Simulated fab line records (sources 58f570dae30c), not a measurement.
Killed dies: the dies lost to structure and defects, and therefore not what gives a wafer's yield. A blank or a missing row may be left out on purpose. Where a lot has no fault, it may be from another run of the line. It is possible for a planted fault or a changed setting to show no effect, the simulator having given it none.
Which tool was responsible? | flow berkeley cmos170 | 14 lots with 42 wafers sampled at 2 steps, on a route of 331 steps

WHAT THE GAUGES SHOWED, per wafer
UCB170_PWELL_TW_MEAS_17. Usual: PWELL_TW typically reads 378.1, with standard deviation 2.5.
lot  | measured    | on            | PWELL_TW          | flag
L703 | day 3 13:49 | film metro-03 | 374.9 372.8 375.3 |
L704 | day 3 23:46 | film metro-02 | 380.9 381.3 379.6 |
L706 | day 4 12:55 | film metro-03 | 375.4 377.1 375.5 |
L707 | day 4 16:47 | film metro-03 | 374.8 376.5 374.5 |
L708 | day 4 17:04 | film metro-02 | 379.0 381.9 382.0 |
L710 | day 5 04:52 | film metro-03 | 375.6 376.2 378.0 |
L709 | day 5 04:50 | film metro-04 | 377.5 379.4 380.3 |
L711 | day 5 18:17 | film metro-04 | 379.4 378.8 378.8 |
L716 | day 6 21:23 | film metro-04 | 401.4 402.3 401.9 | OFF
L719 | day 7 05:55 | film metro-03 | 403.3 404.8 401.8 | OFF
L720 | day 7 18:09 | film metro-02 | 378.6 382.0 382.9 |
L722 | day 7 18:16 | film metro-03 | 374.0 374.1 376.5 |
L724 | day 8 00:40 | film metro-02 | 380.7 380.6 380.9 |
L723 | day 8 01:04 | film metro-02 | 382.2 380.4 379.8 |

EACH LOT AND THE TOOL THAT RAN IT (in order: tool; ch and the chambers of the sampled wafers; start)
lot  | UCB170_PWELL_IMPLANT_15
L703 | implanter-04 ch 0, day 3 13:35
L704 | implanter-04 ch 0, day 3 23:31
L706 | implanter-03 ch 0, day 4 12:41
L707 | implanter-04 ch 0, day 4 16:34
L708 | implanter-03 ch 0, day 4 16:49
L710 | implanter-01 ch 0, day 5 04:37
L709 | implanter-03 ch 0, day 5 04:37
L711 | implanter-01 ch 0, day 5 18:02
L716 | implanter-03 ch 0, day 6 21:08
L719 | implanter-03 ch 0, day 7 05:42
L720 | implanter-01 ch 0, day 7 17:54
L722 | implanter-04 ch 0, day 7 18:01
L724 | implanter-01 ch 0, day 8 00:25
L723 | implanter-04 ch 0, day 8 00:50
- UCB170_PWELL_IMPLANT_15

WHAT THE TOOLS THEMSELVES READ (means of the sampled wafers that have a number; where no wafer has one, the mark that the record gives instead)
UCB170_PWELL_IMPLANT_15. Usual: dose ions cm2 5.001e+12, standard deviation 6.3e+09; end station pressure torr 5.03e-06 Torr, standard deviation 2.7e-07; faraday current uA 15.8, standard deviation 0.32.
lot  | tool         | dose ions cm2 | end station pressure torr (Torr) | faraday current uA | flag
L703 | implanter-04 | 4.996e+12     | 5.22e-06                         | 15.7               |
L704 | implanter-04 | 5.005e+12     | 5.08e-06                         | 16.2               |
L706 | implanter-03 | 5.008e+12     | 4.99e-06                         | 15.8               |
L707 | implanter-04 | 4.997e+12     | 4.99e-06                         | 15.8               |
L708 | implanter-03 | 5.004e+12     | 4.88e-06                         | 15.8               |
L710 | implanter-01 | 4.994e+12     | 5.07e-06                         | 15.7               |
L709 | implanter-03 | 5.000e+12     | 5.13e-06                         | 15.7               |
L711 | implanter-01 | 5.003e+12     | 4.94e-06                         | 15.9               |
L716 | implanter-03 | 6.199e+12     | 4.86e-06                         | 19.5               | OFF
L719 | implanter-03 | 6.200e+12     | 5.30e-06                         | 19.5               | OFF
L720 | implanter-01 | 5.001e+12     | 5.16e-06                         | 16.1               |
L722 | implanter-04 | 4.998e+12     | 4.85e-06                         | 15.9               |
L724 | implanter-01 | 4.999e+12     | 5.11e-06                         | 16.0               |
L723 | implanter-04 | 5.010e+12     | 5.16e-06                         | 16.0               |

THE ANSWER, worked out from the rows above alone
Rule: lot off if the mean of its wafers having a number is beyond 3 standard deviations from the usual mean. A lot without any number at a reading at which 4 lots or more have one is off too. The other lots that the step has rows for count as sound. The gauges are gone through in route order, then the tools' own readings, and for those a lot's mean is taken as printed above. The first step at which some lot is off is used, and at that step the reading that is off furthest; a lot without a number counts as furthest.
Off: at UCB170_PWELL_TW_MEAS_17 (PWELL_TW), L716, L719.
If a tool, at a process step before that reading, ran all the lots that are off and no sound lot after the first of them, it fits. The gauges at UCB170_PWELL_TW_MEAS_17 aren't tried: what is off there is off at UCB170_PWELL_IMPLANT_15 too, on other tools, and a gauge's error can't cause that. One fits: implanter-03 at UCB170_PWELL_IMPLANT_15. Its last sound lot is L709 (day 5 04:37), its first lot that is off L716 (day 6 21:08): a fault that began between those two fits.
The tool's own readings at UCB170_PWELL_IMPLANT_15 bear it out: on the lots that are off they differ by more than 5 times the standard deviation of the sound lots' means. dose ions cm2 reads 6.200e+12 there against 5.001e+12 on the sound lots; faraday current uA reads 19.5 there against 15.9 on the sound lots.

WHAT HAD BEEN PUT IN BY THE SIMULATOR
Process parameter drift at UCB170_PWELL_IMPLANT_15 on implanter-03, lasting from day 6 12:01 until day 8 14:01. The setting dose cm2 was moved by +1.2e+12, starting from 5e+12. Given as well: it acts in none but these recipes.
Lots struck among those shown: L716, L719. The rule above reached the same finding.
